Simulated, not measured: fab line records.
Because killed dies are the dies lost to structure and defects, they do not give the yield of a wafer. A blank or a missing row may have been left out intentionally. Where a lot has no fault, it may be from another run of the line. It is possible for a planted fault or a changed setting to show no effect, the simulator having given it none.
fab line records -- flow ritCmos
record lots=6, wafers=18, lastDay=6
route steps=202 shown NSD@138 PSD@142 SDANNEAL@153 M1@202
lots with no fault: from the same line, run without faults
startH: the number of hours between the record's first day and the start of the first shown wafer of the lot -- waitH: hours elapsed since this lot's preceding step -- " identical to the entry in the row above -- L1.1+2: several wafers, shown together as one row -- - no value, or no start was given -- * or withheld: withheld -- < > ~ a bound
route shown NAME@n: a module of which the file shows steps, and the number in the route of the first -- usual: mean/standard deviation taken from wafers without a fault -- same: alike in all rows -- chamber/n: place in a boat -- sites: per-site readings -- _std_site: their standard deviation -- _edge_site: the outer-site mean with the inner-site mean subtracted -- radiusMm: for every site, how far away it sits from the centre of the wafer -- mask NAME#n: copy n -- behind: the most recent tool/chamber to have shaped the wafer -- hold: reason for holding the lot/hours on hold/outcome of the hold -- device: whichever transistor did not switch (one of n, p or np) -- end of line: the tests these same wafers got at the end of their route -- step lacking rows: just its recipe -- killed: dies that structure and defects cost at the first sort, which is not the same as the wafer's yield -- map: a wafer's dies, x killed, . not, _ none there
set.NAME: the setting the step ran with; set.NAME@STEP: the setting that earlier step ran with -- model.NAME: the simulator's own value behind a step, which no gauge read
a table for each step, a row for each wafer; lots at some steps of the route
services: a tool's chamber out of use, with start hour (startH, from the record's first day; less than 0 if before it), hours out, and reason
## steps
# step RIT_NSD_HARDBAKE_07
# recipe resist=NOVOLAK, tempC=140, timeS=60
# step RIT_NSD_IMPLANT_08
# recipe species=P, energyKev=25, doseCm2=1e+15, tiltDeg=7
# step RIT_NSD_STRIP_09
# recipe chemistry=O2, timeS=180, resist=NOVOLAK, platenTempC=withheld, powerW=500, pressureMtorr=4000, o2FlowSccm=4000
# usual drypumpMotorCurrentA=5.8/0.57, o2FlowSccm=4000/13
lot.wafer,tool,chamber,startH,waitH,drypumpMotorCurrentA,o2FlowSccm,rfHoursCounterH
L478.2,plasmaAsher-04,0,62.37,0.1,5.0,4006,42
L478.5,plasmaAsher-04,1,62.37,0.1,6.3,3974,-
L478.6,plasmaAsher-04,0,62.37,0.1,5.0,4011,-
L480.1,plasmaAsher-02,0,75.62,0.1,5.7,3992,30
L480.3,plasmaAsher-02,0,75.62,0.1,5.8,4009,-
L480.4,plasmaAsher-02,1,75.62,0.1,4.7,4013,-
L482.3,plasmaAsher-01,0,82.78,0.1,6.3,3989,-
L482.4,plasmaAsher-01,1,82.78,0.1,6.0,3984,-
L482.6,plasmaAsher-01,0,82.78,0.1,6.3,4001,-
L483.3,plasmaAsher-01,0,88.29,0.1,6.3,4009,-
L483.4,plasmaAsher-01,1,88.29,0.1,6.1,4002,-
L483.6,plasmaAsher-01,0,88.29,0.1,6.3,4014,-
L484.2,plasmaAsher-04,0,98.21,0.1,5.0,4014,45
L484.3,plasmaAsher-04,0,98.21,0.1,5.0,4014,-
L484.5,plasmaAsher-04,0,98.21,0.1,5.0,4020,-
L493.1,plasmaAsher-02,1,143.17,0.1,4.7,3991,37
L493.4,plasmaAsher-02,0,143.17,0.1,5.7,4008,-
L493.6,plasmaAsher-02,0,143.17,0.1,5.7,4020,-
# step RIT_NSD_TW_MEAS_10
# usual NSD_TW=3148/32
lot.wafer,tool,chamber,startH,waitH,NSD_TW
L478.2,filmMetro-02,-,62.55,0.1,3193
L478.5,filmMetro-02,-,62.55,0.1,3194
L478.6,filmMetro-02,-,62.55,0.1,3203
L480.1,filmMetro-04,-,75.80,0.1,3131
L480.3,filmMetro-04,-,75.80,0.1,3123
L480.4,filmMetro-04,-,75.80,0.1,3132
L482.3,filmMetro-03,-,82.92,0.1,3119
L482.4,filmMetro-03,-,82.92,0.1,3133
L482.6,filmMetro-03,-,82.92,0.1,3122
L483.3,filmMetro-04,-,88.43,0.1,3122
L483.4,filmMetro-04,-,88.43,0.1,3116
L483.6,filmMetro-04,-,88.43,0.1,3131
L484.2,filmMetro-03,-,98.40,0.1,3122
L484.3,filmMetro-03,-,98.40,0.1,3131
L484.5,filmMetro-03,-,98.40,0.1,3119
L493.1,filmMetro-04,-,143.35,0.1,3145
L493.4,filmMetro-04,-,143.35,0.1,3150
L493.6,filmMetro-04,-,143.35,0.1,3142
# step RIT_PSD_HMDS_00
# recipe primeTimeS=60, primeTempC=140
# step RIT_PSD_COAT_01
# recipe resist=NOVOLAK, spinRpm=3250, resistThkNm=1000
# step RIT_PSD_SOFTBAKE_02
# recipe resist=NOVOLAK, tempC=90, timeS=60
# step RIT_PSD_EXPOSE_03
# recipe maskId=M10, na=0.57, targetCdNm=40900, doseMj=250
# step RIT_PSD_PEB_04
# recipe resist=NOVOLAK, tempC=withheld, timeS=withheld
# step RIT_PSD_DEVELOP_05
# recipe resist=NOVOLAK, developTimeS=50, devTempC=23
# step RIT_PSD_OVL_MEAS_06
# usual PSD_OVL=-0.3/1.4
lot.wafer,tool,chamber,startH,waitH,PSD_OVL[nm]
L478.2,overlay-01,-,63.58,-,0.8
L478.5,overlay-01,-,63.58,-,1.5
L478.6,overlay-01,-,63.58,-,1.2
L480.1,overlay-01,-,76.90,-,-0.1
L480.3,overlay-01,-,76.90,-,-0.8
L480.4,overlay-01,-,76.90,-,-1.1
L482.3,overlay-01,-,83.82,-,0.1
L482.4,overlay-01,-,83.82,-,-0.8
L482.6,overlay-01,-,83.82,-,-1.1
L483.3,overlay-02,-,89.57,-,-0.1
L483.4,overlay-02,-,89.57,-,0.1
L483.6,overlay-02,-,89.57,-,-0.2
L484.2,overlay-02,-,99.37,-,-0.3
L484.3,overlay-02,-,99.37,-,-1.0
L484.5,overlay-02,-,99.37,-,0.4
L493.1,overlay-02,-,144.26,-,1.4
L493.4,overlay-02,-,144.26,-,-0.1
L493.6,overlay-02,-,144.26,-,-0.7
# step RIT_PSD_HARDBAKE_07
# recipe resist=NOVOLAK, tempC=140, timeS=60
# step RIT_PSD_IMPLANT_08
# recipe species=BF2, energyKev=27, doseCm2=4.95e+15, tiltDeg=7
# usual beamEnergyKeV=27.000/0.009
lot.wafer,tool,chamber,startH,waitH,beamEnergyKeV,model.implant.rpNm,model.implant.drpNm
L478.2,implanter-02,0,63.79,0.1,27.000,22.14,12.05
L478.5,implanter-02,0,63.79,0.1,27.004,22.14,12.05
L478.6,implanter-02,0,63.79,0.1,26.999,22.14,12.05
L480.1,implanter-01,0,77.09,0.1,27.007,22.04,12.05
L480.3,implanter-01,0,77.09,0.1,27.001,22.04,12.05
L480.4,implanter-01,0,77.09,0.1,27.014,22.04,12.05
L482.3,implanter-01,0,84.04,0.1,32.952,25.82,13.85
L482.4,implanter-01,0,84.04,0.1,32.932,25.82,13.85
L482.6,implanter-01,0,84.04,0.1,32.930,25.82,13.85
L483.3,implanter-02,0,89.79,0.1,27.001,21.67,12.05
L483.4,implanter-02,0,89.79,0.1,26.986,21.67,12.05
L483.6,implanter-02,0,89.79,0.1,27.001,21.67,12.05
L484.2,implanter-01,0,99.57,0.1,32.953,25.41,13.85
L484.3,implanter-01,0,99.57,0.1,32.930,25.41,13.85
L484.5,implanter-01,0,99.57,0.1,32.953,25.41,13.85
L493.1,implanter-02,0,144.44,0.1,26.998,21.62,12.05
L493.4,implanter-02,0,144.44,0.1,26.991,21.62,12.05
L493.6,implanter-02,0,144.44,0.1,26.998,21.62,12.05
# step RIT_PSD_STRIP_09
# recipe chemistry=O2, timeS=180, resist=NOVOLAK, platenTempC=withheld, powerW=500, pressureMtorr=4000, o2FlowSccm=4000
# usual drypumpMotorCurrentA=5.9/0.45, o2FlowSccm=3998/12
lot.wafer,tool,chamber,startH,waitH,drypumpMotorCurrentA,o2FlowSccm,rfHoursCounterH
L478.2,plasmaAsher-01,1,63.91,0.1,6.0,3988,39
L478.5,plasmaAsher-01,1,63.91,0.1,6.0,4002,-
L478.6,plasmaAsher-01,0,63.91,0.1,6.4,3988,-
L480.1,plasmaAsher-01,0,77.24,0.1,6.4,4001,41
L480.3,plasmaAsher-01,0,77.24,0.1,6.3,4008,-
L480.4,plasmaAsher-01,1,77.24,0.1,6.1,3994,-
L482.3,plasmaAsher-01,0,84.20,0.1,6.3,3979,-
L482.4,plasmaAsher-01,1,84.20,0.1,6.0,4019,-
L482.6,plasmaAsher-01,1,84.20,0.1,6.0,3992,-
L483.3,plasmaAsher-03,0,89.95,0.1,5.9,4001,-
L483.4,plasmaAsher-03,1,89.95,0.1,6.1,4027,-
L483.6,plasmaAsher-03,0,89.95,0.1,5.9,4010,-
L484.2,plasmaAsher-01,1,99.70,0.1,6.0,4013,43
L484.3,plasmaAsher-01,1,99.70,0.1,6.0,4024,-
L484.5,plasmaAsher-01,1,99.70,0.1,6.0,4009,-
L493.1,plasmaAsher-01,0,144.59,0.1,6.4,3991,3
L493.4,plasmaAsher-01,1,144.59,0.1,6.1,4014,-
L493.6,plasmaAsher-01,1,144.59,0.1,6.0,3991,-
# step RIT_PSD_TW_MEAS_10
# usual PSD_TW=3450/34
lot.wafer,tool,chamber,startH,waitH,PSD_TW
L478.2,filmMetro-04,-,64.10,0.1,3438
L478.5,filmMetro-04,-,64.10,0.1,3419
L478.6,filmMetro-04,-,64.10,0.1,3459
L480.1,filmMetro-03,-,77.41,0.1,3448
L480.3,filmMetro-03,-,77.41,0.1,3438
L480.4,filmMetro-03,-,77.41,0.1,3438
L482.3,filmMetro-02,-,84.34,0.1,3712
L482.4,filmMetro-02,-,84.34,0.1,3686
L482.6,filmMetro-02,-,84.34,0.1,3686
L483.3,filmMetro-03,-,90.09,0.1,3419
L483.4,filmMetro-03,-,90.09,0.1,3455
L483.6,filmMetro-03,-,90.09,0.1,3432
L484.2,filmMetro-02,-,99.88,0.1,3676
L484.3,filmMetro-02,-,99.88,0.1,3674
L484.5,filmMetro-02,-,99.88,0.1,3671
L493.1,filmMetro-03,-,144.77,0.1,3425
L493.4,filmMetro-03,-,144.77,0.1,3426
L493.6,filmMetro-03,-,144.77,0.1,3457
# step RIT_SDANNEAL_CLEAN_00
# recipe chemistry=SC1, mix=3:3:50, timeS=600, tempC=75
# step RIT_SDANNEAL_CLEAN_01
# recipe chemistry=dHF, dilution=50:1, timeS=30
# step RIT_SDANNEAL_CLEAN_02
# recipe chemistry=SC2, mix=3:3:50, timeS=600, tempC=75, dry=n2Spin
# step RIT_SDANNEAL_RTA_03
# recipe tempC=1050, timeS=5, idleTempC=600, rampUpCPerS=342, rampDownCPerS=171, coolToC=600, ambient=N2
# usual wafer_temp_C_max=1053.6/1.1
lot.wafer,tool,chamber,startH,waitH,wafer_temp_C_max
L478.2,rtpAnneal-01,0,64.53,0.0,1055.3
L478.5,rtpAnneal-01,0,64.53,0.0,1054.8
L478.6,rtpAnneal-01,0,64.53,0.0,1052.1
L480.1,rtpAnneal-01,0,77.84,0.0,1055.0
L480.3,rtpAnneal-01,0,77.84,0.0,1055.0
L480.4,rtpAnneal-01,0,77.84,0.0,1053.0
L482.3,rtpAnneal-01,0,84.76,0.0,1052.6
L482.4,rtpAnneal-01,0,84.76,0.0,1054.7
L482.6,rtpAnneal-01,0,84.76,0.0,1052.4
L483.3,rtpAnneal-02,0,90.51,0.0,1052.0
L483.4,rtpAnneal-02,0,90.51,0.0,1053.2
L483.6,rtpAnneal-02,0,90.51,0.0,1051.9
L484.2,rtpAnneal-01,0,100.31,0.0,1054.2
L484.3,rtpAnneal-01,0,100.31,0.0,1053.0
L484.5,rtpAnneal-01,0,100.31,0.0,1052.8
L493.1,rtpAnneal-02,0,145.55,0.0,1055.6
L493.4,rtpAnneal-02,0,145.55,0.0,1052.9
L493.6,rtpAnneal-02,0,145.55,0.0,1052.7
# step RIT_SDANNEAL_RS_MEAS_04
# recipe thkMeasGauge=four-point-probe
# usual PSD_RS=116.0/0.3
lot.wafer,tool,chamber,startH,waitH,PSD_RS[ohm/sq]
L478.2,filmMetro-03,-,64.60,0.1,115.6
L478.5,filmMetro-03,-,64.60,0.1,116.0
L478.6,filmMetro-03,-,64.60,0.1,115.7
L480.1,filmMetro-04,-,77.90,0.0,115.9
L480.3,filmMetro-04,-,77.90,0.0,115.9
L480.4,filmMetro-04,-,77.90,0.0,115.9
L482.3,filmMetro-03,-,84.84,0.1,104.7
L482.4,filmMetro-03,-,84.84,0.1,104.1
L482.6,filmMetro-03,-,84.84,0.1,104.2
L483.3,filmMetro-04,-,90.59,0.1,115.7
L483.4,filmMetro-04,-,90.59,0.1,115.9
L483.6,filmMetro-04,-,90.59,0.1,115.9
L484.2,filmMetro-02,-,100.38,0.1,104.8
L484.3,filmMetro-02,-,100.38,0.1,104.7
L484.5,filmMetro-02,-,100.38,0.1,104.7
L493.1,filmMetro-04,-,145.60,0.0,115.5
L493.4,filmMetro-04,-,145.60,0.0,115.8
L493.6,filmMetro-04,-,145.60,0.0,115.9
# step RIT_SDANNEAL_RS_MEAS_05
# recipe thkMeasGauge=four-point-probe
# usual NSD_RS=84.6/0.33
lot.wafer,tool,chamber,startH,waitH,NSD_RS[ohm/sq]
L478.2,filmMetro-03,-,64.72,0.1,84.5
L478.5,filmMetro-03,-,64.72,0.1,84.3
L478.6,filmMetro-03,-,64.72,0.1,84.1
L480.1,filmMetro-04,-,78.02,0.1,84.1
L480.3,filmMetro-04,-,78.02,0.1,84.4
L480.4,filmMetro-04,-,78.02,0.1,84.3
L482.3,filmMetro-03,-,84.96,0.1,84.8
L482.4,filmMetro-03,-,84.96,0.1,84.8
L482.6,filmMetro-03,-,84.96,0.1,84.8
L483.3,filmMetro-04,-,90.71,0.1,84.1
L483.4,filmMetro-04,-,90.71,0.1,84.0
L483.6,filmMetro-04,-,90.71,0.1,84.3
L484.2,filmMetro-02,-,100.50,0.1,85.1
L484.3,filmMetro-02,-,100.50,0.1,85.0
L484.5,filmMetro-02,-,100.50,0.1,85.4
L493.1,filmMetro-04,-,145.72,0.1,84.9
L493.4,filmMetro-04,-,145.72,0.1,84.1
L493.6,filmMetro-04,-,145.72,0.1,84.4
# step RIT_M1_PROBE_99
# usual killed_at_M0_to_M3=0.0/0.12, killedAtContacts=0.1/0.24, killedAtFrontEnd=7/3.1, killedDies=7/3.1, killedOpen=3.6/2.1, killedShort=3.2/2
# same grossDies=264, killed_at_M4_up=0, killedAtBackSide=0, killedAtOther=0
lot.wafer,tool,chamber,startH,waitH,killed_at_M0_to_M3,killedAtContacts,killedAtFrontEnd,killedDies,killedOpen,killedShort,model.etest.contactPplus.endOhmUm,model.etest.diodePplusNwell.bvV,model.etest.vpnp.gain,model.etest.diodePplusNwell.cjFfUm2,model.etest.diodePplusComb.cjFfUm2
L478.2,prober-01,-,72.08,0.1,0,1,7,8,6,2,44.08,6.621,1.068,1.695,1.998
L478.5,prober-01,-,72.23,0.2,0,0,10,10,7,3,43.47,6.687,1.067,1.681,1.988
L478.6,prober-01,-,72.28,0.2,0,0,8,8,2,6,42.84,6.731,1.085,1.682,1.997
L480.1,prober-01,-,85.78,0.1,0,0,2,2,1,1,43.02,6.755,1.083,1.663,1.99
L480.3,prober-01,-,85.88,0.2,1,0,6,7,5,2,42.11,6.674,1.076,1.665,1.976
L480.4,prober-01,-,85.93,0.2,0,0,5,5,3,2,43.52,6.642,1.055,1.688,1.989
L482.3,prober-01,-,95.23,0.2,0,0,7,7,4,3,39.4,6.889,1.208,1.604,1.908
L482.4,prober-01,-,95.28,0.2,0,0,5,5,4,1,37.78,6.854,1.224,1.602,1.924
L482.6,prober-01,-,95.38,0.2,0,0,6,6,3,3,38.41,6.942,1.238,1.603,1.925
L483.3,prober-02,-,98.20,0.2,0,0,2,2,1,1,44.14,6.63,1.041,1.717,2.009
L483.4,prober-02,-,98.25,0.2,0,0,0,0,0,0,43.42,6.636,1.046,1.71,2.009
L483.6,prober-02,-,98.35,0.2,0,0,3,3,1,2,43.93,6.633,1.042,1.7,2.007
L484.2,prober-01,-,110.17,0.1,0,0,2,2,0,2,39.93,6.831,1.234,1.619,1.942
L484.3,prober-01,-,110.22,0.2,0,0,4,4,3,1,39.73,6.784,1.204,1.626,1.941
L484.5,prober-01,-,110.32,0.2,0,0,1,1,0,1,39.43,6.832,1.225,1.636,1.94
L493.1,prober-02,-,153.02,0.1,0,0,8,8,5,3,42.97,6.516,1.046,1.748,2.025
L493.4,prober-02,-,153.17,0.2,0,1,3,4,3,1,44.77,6.527,1.02,1.721,2.03
L493.6,prober-02,-,153.27,0.2,0,1,6,7,4,3,44.38,6.507,1.029,1.725,2.01
# killed by level:class
L478.2 FOX1:geometricParticle:open=2 GATE:geometricParticle:open=2 REOX:geometricParticle:open=1 REOX:geometricParticle:short=1 SPACER:geometricParticle:open=1 CONTACT:geometricParticle:short=1
L478.5 FOX1:geometricParticle:open=3 GATE:geometricParticle:open=3 FOX1:geometricParticle:short=2 REOX:geometricParticle:short=1 SPACER:geometricParticle:open=1
L478.6 FOX1:geometricParticle:short=2 GATE:geometricParticle:short=2 FOX1:geometricParticle:open=1 SPACER:geometricParticle:short=1 SPACER:geometricParticle:open=1 SILICIDE:geometricParticle:short=1
L480.1 GATE:geometricParticle:short=1 GATE:geometricParticle:open=1
L480.3 REOX:geometricParticle:open=2 SILICIDE:geometricParticle:open=2 FOX1:geometricParticle:open=1 SILICIDE:geometricParticle:short=1 M1:geometricParticle:short=1
L480.4 FOX1:geometricParticle:open=1 FOX1:geometricParticle:short=1 SPACER:geometricParticle:open=1 SPACER:geometricParticle:short=1 SILICIDE:geometricParticle:open=1
L482.3 GATE:geometricParticle:short=3 FOX2:geometricParticle:open=2 SPACER:geometricParticle:open=1 SILICIDE:geometricParticle:open=1
L482.4 GATE:geometricParticle:open=2 FOX1:geometricParticle:short=1 REOX:geometricParticle:open=1 SPACER:geometricParticle:open=1
L482.6 GATE:geometricParticle:open=2 GATE:geometricParticle:short=2 REOX:geometricParticle:short=1 SPACER:geometricParticle:open=1
L483.3 GATE:geometricParticle:short=1 SILICIDE:geometricParticle:open=1
L483.6 GATE:geometricParticle:short=1 REOX:geometricParticle:short=1 SPACER:geometricParticle:open=1
L484.2 REOX:geometricParticle:short=1 SPACER:geometricParticle:short=1
L484.3 FOX1:geometricParticle:open=1 GATE:geometricParticle:short=1 REOX:geometricParticle:open=1 SPACER:geometricParticle:open=1
L484.5 REOX:geometricParticle:short=1
L493.1 REOX:geometricParticle:open=3 GATE:geometricParticle:short=2 FOX1:geometricParticle:open=1 GATE:geometricParticle:open=1 SILICIDE:geometricParticle:short=1
L493.4 REOX:geometricParticle:open=2 FOX1:geometricParticle:short=1 CONTACT:geometricParticle:open=1
L493.6 FOX1:geometricParticle:short=1 FOX1:geometricParticle:open=1 GATE:geometricParticle:short=1 SPACER:geometricParticle:open=1 REOX:geometricParticle:open=1 SILICIDE:geometricParticle:short=1 CONTACT:geometricParticle:open=1
## services
tool,chamber,startH,hours,kind
plasmaAsher-03,-,45.88,4.0,pm
implanter-02,-,80.39,3.7,pm
implanter-01,-,84.30,6.2,repair
plasmaAsher-03,-,108.71,1.9,repair
plasmaAsher-01,-,108.75,9.0,pm
plasmaAsher-01,0,108.75,9.0,ventCycle
plasmaAsher-01,1,108.75,9.0,ventCycle
plasmaAsher-01,-,115.26,0.9,repair
plasmaAsher-01,0,117.75,-,clean
plasmaAsher-01,1,117.75,-,clean
plasmaAsher-03,-,130.36,2.8,pm
implanter-01,-,143.32,5.2,pm
## key
firstSign step=RIT_PSD_IMPLANT_08, reading=beamEnergyKeV, direction=up, sigmas=99+, usual=27.000, struck=32.942
effect step=RIT_PSD_TW_MEAS_10, reading=PSD_TW, direction=up, sigmas=6.8, usual=3450, struck=3684
effect step=RIT_SDANNEAL_RS_MEAS_04, reading=PSD_RS, direction=down, sigmas=38, usual=116.0, struck=104.5
modelEffect step=RIT_PSD_IMPLANT_08, value=implant.rpNm, without=21.82, struck=25.61
modelEffect step=RIT_M1_PROBE_99, value=etest.contactPplus.endOhmUm, without=43.85, struck=39.11
metAt RIT_PSD_IMPLANT_08
struckWafers L482.3,L482.4,L482.6,L484.2,L484.3,L484.5
testerLeftOut L482,L484
onsetBetween 77.09 84.04
fault kind=processParameterDrift, tool=implanter-01, chamber=-, onsetH=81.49, steps=RIT_PSD_IMPLANT_08, channel=energyKev, offset=5.94, shape=step, endH=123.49, actsIn=theseRecipesOnly, stated=27
# testerLeftOut: of these lots the tester's yield and bins aren't shown, on N5 and GAA mostly nor the transistor test; their killed dies are dies lost to structure and defects alone, not to doping, threshold or leakage, so they don't give the yield
